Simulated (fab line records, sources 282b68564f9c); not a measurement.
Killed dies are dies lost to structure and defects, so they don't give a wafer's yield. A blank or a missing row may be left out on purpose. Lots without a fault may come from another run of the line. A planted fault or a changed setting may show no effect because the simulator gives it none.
Split-lot experiment | flow rit_cmos | 5 lots, 23 wafers read, on a route of 202 steps

THE SPLIT
At RIT_SPACER_ETCHBACK_05 (etches Si3N4 in SF6/CHF3, stops on SiO2, target depth 250 nm, time 240 s), the setting time_s was moved away from the recipe's 240 s on 12 of the 23 wafers read, by -12.0% to +13.8%. The other wafers ran this setting at the recipe's value.

The reading is taken at the split's own step.

THE READING
poly-Si_of_GATE_CVD_08.thk_nm (the simulator's own value, which no gauge read), in nm, at RIT_SPACER_ETCHBACK_05 (etches Si3N4 in SF6/CHF3, stops on SiO2, target depth 250 nm, time 240 s). The file gives no usual value for it. The 11 wafers here that ran the recipe average 172.7 nm, standard deviation 2.6 nm.

wafer  | tool, chamber at the split | time_s as run, s | against the recipe | poly-Si_of_GATE_CVD_08.thk_nm, nm | against lot-mates on the recipe
L076.1 | rie_diel-03, 2             | 211.3            | -12.0%             | 179.4                             | +7.4
L076.2 | rie_diel-03, 0             | 211.3            | -12.0%             | 179.8                             | +7.8
L076.3 | rie_diel-03, 3             | 211.3            | -12.0%             | 176.8                             | +4.8
L076.4 | rie_diel-03, 1             | 240              | recipe             | 171.2                             | -
L076.6 | rie_diel-03, 0             | 240              | recipe             | 172.8                             | -
L078.2 | rie_diel-01, 3             | 240              | recipe             | 175.3                             | -
L078.3 | rie_diel-01, 2             | 240              | recipe             | 171.9                             | -
L078.4 | rie_diel-01, 1             | 240              | recipe             | 175                               | -
L079.1 | rie_diel-02, 2             | 240              | recipe             | 170.6                             | -
L079.2 | rie_diel-02, 0             | 255.9            | +6.6%              | 169.3                             | -1.4
L079.3 | rie_diel-02, 1             | 255.9            | +6.6%              | 171.6                             | +0.8
L079.5 | rie_diel-02, 2             | 255.9            | +6.6%              | 169.4                             | -1.3
L079.6 | rie_diel-02, 3             | 240              | recipe             | 170.9                             | -
L084.2 | rie_diel-01, 2             | 273.2            | +13.8%             | 168.5                             | -7.8
L084.3 | rie_diel-01, 0             | 240              | recipe             | 174.7                             | -
L084.4 | rie_diel-01, 1             | 273.2            | +13.8%             | 167.2                             | -9.2
L084.5 | rie_diel-01, 3             | 273.2            | +13.8%             | 168.9                             | -7.4
L084.6 | rie_diel-01, 2             | 240              | recipe             | 178                               | -
L085.2 | rie_diel-03, 3             | 223.7            | -6.8%              | 173.3                             | +3.6
L085.3 | rie_diel-03, 1             | 240              | recipe             | 169.6                             | -
L085.4 | rie_diel-03, 0             | 223.7            | -6.8%              | 173.3                             | +3.6
L085.5 | rie_diel-03, 1             | 240              | recipe             | 169.9                             | -
L085.6 | rie_diel-03, 2             | 223.7            | -6.8%              | 174.7                             | +4.9

THE FIT
A straight line over all 23 wafers: poly-Si_of_GATE_CVD_08.thk_nm changes by -0.373 nm for each +1% of time_s; r = -0.80; the points scatter about the line by 2.2 nm.
The same after taking each lot's own level away (the mean of its wafers on the recipe; 23 wafers): -0.529 nm for each +1%; r = -0.94; scatter 1.5 nm.
On that fit, the largest move of time_s shifts the reading by 7.3 nm.
The lots' own levels span 169.75 to 176.35 nm, that is 2.6 times the standard deviation above.
So the lot-to-lot level changes the slope: the two fits differ.
Check: with one of the wafers moved furthest among these (+13.8%) left out of the fit, the line predicts -6.75 nm for it against its lot-mates. It came out at -7.85 nm against them.

OTHER SPLITS ON THESE WAFERS
These wafers also went through other splits before the reading. Each is held against what the fit with the lots' levels taken away leaves over:
other split on the same wafers  | wafers away from the commonest value | r with poly-Si_of_GATE_CVD_08.thk_nm (lot level and that fit taken away)
RIT_PRETRO_IMPLANT_08 dose_cm2  | 12                                   | -0.12
RIT_GATE_OXIDATION_05 temp_c    | 18                                   | +0.46
RIT_GATE_COAT_11 resist_thk_nm  | 8                                    | -0.24
RIT_REOX_OXIDATION_03 ox_time_s | 10                                   | +0.24
RIT_PLDD_IMPLANT_08 energy_kev  | 4                                    | +0.22

THE WHOLE CHAIN: every reading that the file lists as answering this split, in the file's order
step                   | what it does                                                             | reading                                                                        | change (the file's fit)               | r (the file's)
RIT_SPACER_ETCHBACK_05 | etches Si3N4 in SF6/CHF3, stops on SiO2, target depth 250 nm, time 240 s | Si3N4_of_SPACER_CVD_03.thk_nm (the simulator's own value, which no gauge read) | -0.427 nm for each +1% of the setting | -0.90
RIT_SPACER_ETCHBACK_05 | etches Si3N4 in SF6/CHF3, stops on SiO2, target depth 250 nm, time 240 s | poly-Si_of_GATE_CVD_08.thk_nm (the simulator's own value, which no gauge read) | -0.527 nm for each +1% of the setting | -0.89

THE FILE'S OWN FIT
poly-Si_of_GATE_CVD_08.thk_nm changes by -0.527 nm for each +1% of time_s, r = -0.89.
